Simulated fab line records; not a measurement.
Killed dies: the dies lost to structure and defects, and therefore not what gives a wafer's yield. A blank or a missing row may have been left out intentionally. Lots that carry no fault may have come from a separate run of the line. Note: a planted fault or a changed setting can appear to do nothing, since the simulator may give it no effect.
8D (eight disciplines) problem report, filled in by code / flow berkeley cmos170 / the parts of the form that need people (team, actions taken, sign-off) are left out

== 1. WHAT WENT WRONG ==
At UCB170_M3_COAT_09, spin speed rpm averages 3378.3 rpm over 6 wafers from 2 lots, while fault-free wafers read 3000.2 rpm, standard deviation 1.6. So: +99 or more standard deviations from the usual mean.
The first sign was on wafer L933.2 at day 9 10:19, on litho track-04. The record holds 42 wafers of 14 lots with a number at this step. The rule behind "out" and "out of limits": a value lying over 4 standard deviations away from the usual mean. Any other wafer with a number is counted as sound.

== 2. WHAT IT IS AND WHAT IT IS NOT ==
question=which readings at this step | is=spin speed rpm | is not=-
question=which lots | is=L932, L933 | is not=L924, L925, L929, L930, L931, L938, L939, L940, L941, L942, L946, L947
question=which wafers of those lots | is=all that have a number | is not=-
question=read on which tools | is=litho track-04 | is not=litho track-01, litho track-03
question=when | is=from day 9 10:19 | is not=up to then (15 sound wafers); but 21 sound wafers of L938, L939, L940, L941, L942, L946, L947 came after

== 3. THE SUSPECTS, EACH WITH WHAT RULES IT OUT ==
Counting: any tool at a process step up to the reading is kept as a suspect provided that every lot that is out went through it and no sound lot did after the first of them.
- litho track-01 at UCB170_M1_PEB_07: ruled out as a lasting fault. The sound lots L938, L940, L941 went through it after L933, its earliest lot that is out (day 8 17:19).
- litho track-04 at UCB170_M3_COAT_09: kept. All lots that are out passed through it, beginning with L933 at day 9 10:19, and no sound lot followed; its final sound lot before that point was L931 at day 8 16:25. Out on those wafers are its own readings of spin speed rpm.
The count leaves litho track-04 at UCB170_M3_COAT_09.

== 4. THE CAUSE (what the simulator had put in) ==
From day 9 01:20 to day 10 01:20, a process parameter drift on litho track-04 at UCB170_M3_COAT_09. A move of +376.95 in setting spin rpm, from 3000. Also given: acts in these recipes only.
Counting left only this tool.

== 5. SEQUENCE OF EFFECTS, ordered by route ==
One row per reading whose mean, taken over the struck wafers that have a number, lies over 3 standard deviations from the usual. Scope: only readings with a usual standard deviation given in the record; hours: median across lots of the time from each lot's start at the first step in this table that gives one to its start at this step; sigmas: change in usual standard deviations.
hours=0; step=UCB170_M3_COAT_09; reading=spin speed rpm; usual=3000.2 rpm; on struck wafers=3378.3; change=+378.1; sigmas=+99 or more
The process steps in it:
- UCB170_M3_COAT_09

== 6. WHAT WOULD HAVE CAUGHT IT SOONER ==
First out-of-limits reading in this record: day 9 10:19, which is 9 hours after fault onset at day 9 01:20.
